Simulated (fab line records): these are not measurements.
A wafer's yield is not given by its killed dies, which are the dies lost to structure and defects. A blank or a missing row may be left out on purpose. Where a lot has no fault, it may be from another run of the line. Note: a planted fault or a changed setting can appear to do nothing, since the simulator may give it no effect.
A lot that was struck, set against a sound lot || flow berkeley-cmos170 || 16 out of 331 route steps
Sound: these wafers, L906.3, L906.4, L906.5. Wafers L900.1, L900.4, L900.5 were the ones struck. The cause is given at the end.
Per side, at each step with rows, come the tool, then ch with its chambers, and then its first start. Under that, the readings that differ: sound wafers || struck wafers || difference of the means || sigmas: that difference in standard deviations of wafers without a fault.
alike: a reading whose means differ by less than 2 such deviations, as well as words and numbers matching on both sides. not compared: withheld readings; readings where some wafer has no value; bounds like >300 that might hide an equal value; numbers whose values overlap and for which the record gives no deviation.
The two part at a step that has a row with sigmas, a row that says differs or no value, or rows on one side only. Numbers that have no deviation but don't overlap get no sigmas and don't part them. A reading that every wafer of one side lacks parts them only if that side has two wafers or more.

UCB170_NVT_OVL_MEAS_06:
  sound on overlay-01 at day 10 07:10; struck on overlay-02 at day 8 19:19
  alike: NVT_OVL
next, for these wafers, 1 step has no rows: UCB170_NVT_IMPLANT_07.
UCB170_NVT_STRIP_08: strips in O2.
  sound on plasma-asher-01 ch 0,1, day 10 07:23; struck on plasma-asher-01 ch 0, day 8 19:31
  alike: drypump-motor-current-A, oes-product-au, strip-time-to-endpoint-s
  not compared: rf-hours-counter-h
UCB170_NVT_TW_MEAS_09:
  sound on film-metro-02 at day 10 07:28; struck on film-metro-03 at day 8 19:37
  alike: NVT_TW
then, 7 steps without rows for these wafers: UCB170_NVT_CLEAN_10 (cleans in SPM, time 600 s); UCB170_PVT_HMDS_00 (prime time 60 s); UCB170_PVT_COAT_01 (resist thk 900 nm); UCB170_PVT_SOFTBAKE_02 (time 60 s); UCB170_PVT_EXPOSE_03 (exposes mask NWELL, target cd 3000 nm); UCB170_PVT_PEB_04; UCB170_PVT_DEVELOP_05 (develop time 45 s).
UCB170_PVT_OVL_MEAS_06:
  sound on overlay-01 at day 10 09:10; struck on overlay-01 at day 8 21:06
  alike: PVT_OVL
UCB170_PVT_IMPLANT_07:
  sound on implanter-03 ch 0, day 10 09:14; struck on implanter-04 ch 0, day 8 21:08
{"reading": "dose-ions-cm2", "sound": "2.002e+12 1.9968e+12 2.0017e+12", "struck": "2e+13 1.9999e+13 2.0001e+13", "difference": "+2e+13", "sigmas": "+99 or more"}
{"reading": "faraday-current-uA", "sound": "6.06 6.17 6.24", "struck": "61.56 66.12 64.79", "difference": "+58.00", "sigmas": "+99 or more"}
UCB170_PVT_STRIP_08: strips in O2.
  sound on plasma-asher-04 ch 0,1, day 10 09:22; struck on plasma-asher-02 ch 0, day 8 21:17
  alike: drypump-motor-current-A, oes-product-au, strip-time-to-endpoint-s
  not compared: rf-hours-counter-h
UCB170_PVT_TW_MEAS_09:
  sound on film-metro-03 at day 10 09:28; struck on film-metro-02 at day 8 21:41
{"reading": "PVT_TW", "sound": "507 506 509", "struck": "1065 1059 1062", "difference": "+555", "sigmas": "+99 or more"}
  not compared: hold
UCB170_M3_PROBE_99:
  the record holds rows for the sound wafers here (prober-02, day 13 07:25) but none for the struck ones

== WHERE THEY PART ==
First at UCB170_PVT_IMPLANT_07; last, within this record, at UCB170_M3_PROBE_99.

WHY: what the simulator had put in
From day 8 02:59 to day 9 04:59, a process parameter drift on implanter-04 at UCB170_PVT_IMPLANT_07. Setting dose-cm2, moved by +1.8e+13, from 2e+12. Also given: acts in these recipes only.
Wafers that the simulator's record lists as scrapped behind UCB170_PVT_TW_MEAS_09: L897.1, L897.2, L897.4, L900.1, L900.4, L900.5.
